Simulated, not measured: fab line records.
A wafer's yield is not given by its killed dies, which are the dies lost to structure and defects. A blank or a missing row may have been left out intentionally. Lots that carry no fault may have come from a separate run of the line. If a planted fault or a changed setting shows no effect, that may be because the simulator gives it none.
Shared-tool check    flow berkeley_cmos170    14 lots and 42 wafers in the sample

## THE REASON FOR OPENING IT
At UCB170_NLDD_TW_MEAS_11 the reading NLDD_TW is flagged on 2 of 14 lots. Fault-free wafers read 2236, with a standard deviation of 16.
Rule: a lot is flagged in two cases, either no wafer of it has a number, or all its wafers with numbers fall more than 4 standard deviations from that mean. All remaining lots are regarded as sound.

lot   measured      on             NLDD_TW, wafer by wafer  flag
L437  day 7 02:17   film_metro-04  2224 2229 2229           
L440  day 7 16:40   film_metro-03  2260 2255 2258           
L442  day 7 17:28   film_metro-03  2249 2249 2263           
L439  day 7 17:41   film_metro-01  2243 2253 2253           
L441  day 7 17:49   film_metro-01  2253 2252 2254           
L444  day 8 16:55   film_metro-01  2261 2262 2251           
L446  day 8 17:14   film_metro-04  2234 2230 2228           
L449  day 9 04:21   film_metro-01  2222 2236 2242           
L447  day 9 05:01   film_metro-04  2106 2105 2115           FLAGGED
L451  day 10 01:04  film_metro-04  2106 2113 2116           FLAGGED
L454  day 10 11:55  film_metro-01  2240 2256 2250           
L456  day 11 10:51  film_metro-01  2232 2235 2226           
L460  day 11 19:35  film_metro-04  2206 2213 2221           
L458  day 11 20:19  film_metro-04  2208 2218 2210           
On average the flagged lots' numbers are 2110, which is -126 against the usual, or -8 standard deviations.

## WHICH TOOL RAN EACH LOT
The record holds 2 process steps before the reading, out of a route of 331 steps. Cell contents, in order: the tool; ch with the chambers the sampled wafers went through; the start.
lot   flag     UCB170_GATE_ETCH_14                 UCB170_NLDD_IMPLANT_09
L437           rie_diel-03 ch 1,2,3, day 6 19:25   implanter-02 ch 0, day 7 02:02
L440           rie_diel-03 ch 0,1,3, day 7 12:49   implanter-02 ch 0, day 7 16:26
L442           rie_diel-01 ch 0,2, day 7 13:17     implanter-03 ch 0, day 7 17:13
L439           rie_diel-03 ch 0,2,3, day 7 13:23   implanter-02 ch 0, day 7 17:27
L441           rie_diel-04 ch 0,2,3, day 7 13:38   implanter-01 ch 0, day 7 17:34
L444           rie_diel-03 ch 0,2,3, day 8 12:15   implanter-02 ch 0, day 8 16:40
L446           rie_diel-04 ch 1,2,3, day 8 12:30   implanter-02 ch 0, day 8 17:01
L449           rie_diel-04 ch 1,2,3, day 8 22:17   implanter-03 ch 0, day 9 04:06
L447  FLAGGED  rie_diel-03 ch 0,2, day 8 22:44     implanter-02 ch 0, day 9 04:46
L451  FLAGGED  rie_diel-01 ch 0,3, day 9 19:35     implanter-02 ch 0, day 10 00:49
L454           rie_diel-03 ch 0,1,2, day 10 07:08  implanter-03 ch 0, day 10 11:37
L456           rie_diel-04 ch 0,1,2, day 11 06:56  implanter-03 ch 0, day 11 10:38
L460           rie_diel-03 ch 0,2,3, day 11 15:02  implanter-03 ch 0, day 11 19:20
L458           rie_diel-01 ch 0,2,3, day 11 15:23  implanter-03 ch 0, day 11 20:05
These steps, and what they do:
- UCB170_GATE_ETCH_14: etches BARC in N2/H2.
- UCB170_NLDD_IMPLANT_09
- UCB170_NLDD_TW_MEAS_11

## FLAGGED OVER TOTAL, TOOL BY TOOL (the gauges that took the reading come last)
step                    tool           lots run  flagged  share of the flagged lots  sound lots run after its first flagged lot
UCB170_GATE_ETCH_14     rie_diel-01    3         1        some                       1 (L458)
UCB170_GATE_ETCH_14     rie_diel-03    7         1        some                       2 (L454,L460)
UCB170_GATE_ETCH_14     rie_diel-04    4         0        none                       -
UCB170_NLDD_IMPLANT_09  implanter-01   1         0        none                       -
UCB170_NLDD_IMPLANT_09  implanter-02   7         2        all                        0
UCB170_NLDD_IMPLANT_09  implanter-03   6         0        none                       -
UCB170_NLDD_TW_MEAS_11  film_metro-01  6         0        none                       -
UCB170_NLDD_TW_MEAS_11  film_metro-03  2         0        none                       -
UCB170_NLDD_TW_MEAS_11  film_metro-04  6         2        all                        2 (L460,L458)

## WHAT THE TABLE PERMITS
2 rows of the table ran every flagged lot: implanter-02 at UCB170_NLDD_IMPLANT_09, film_metro-04 at UCB170_NLDD_TW_MEAS_11.
- implanter-02 at UCB170_NLDD_IMPLANT_09: 2 of its 7 lots flagged. Its last sound lot is L446 (day 8 17:01), its first flagged lot L447 (day 9 04:46): a fault that began between those two fits. Its own readings (dose_ions_cm2, faraday_current_uA) fall more than 4 standard deviations out on all wafers of the flagged lots.
- film_metro-04 at UCB170_NLDD_TW_MEAS_11: 2 of its 6 lots flagged. Sound lots followed the first flagged one (L460, L458) on it, something a lasting fault affecting the whole tool could not allow.
implanter-02 at UCB170_NLDD_IMPLANT_09 is the single tool remaining.

## WHAT THE SIMULATOR PUT IN
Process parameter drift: implanter-02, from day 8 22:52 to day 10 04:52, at UCB170_NLDD_IMPLANT_09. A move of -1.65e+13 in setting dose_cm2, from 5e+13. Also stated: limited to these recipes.
Lots struck among those shown: L447, L451. The rule above found the same.
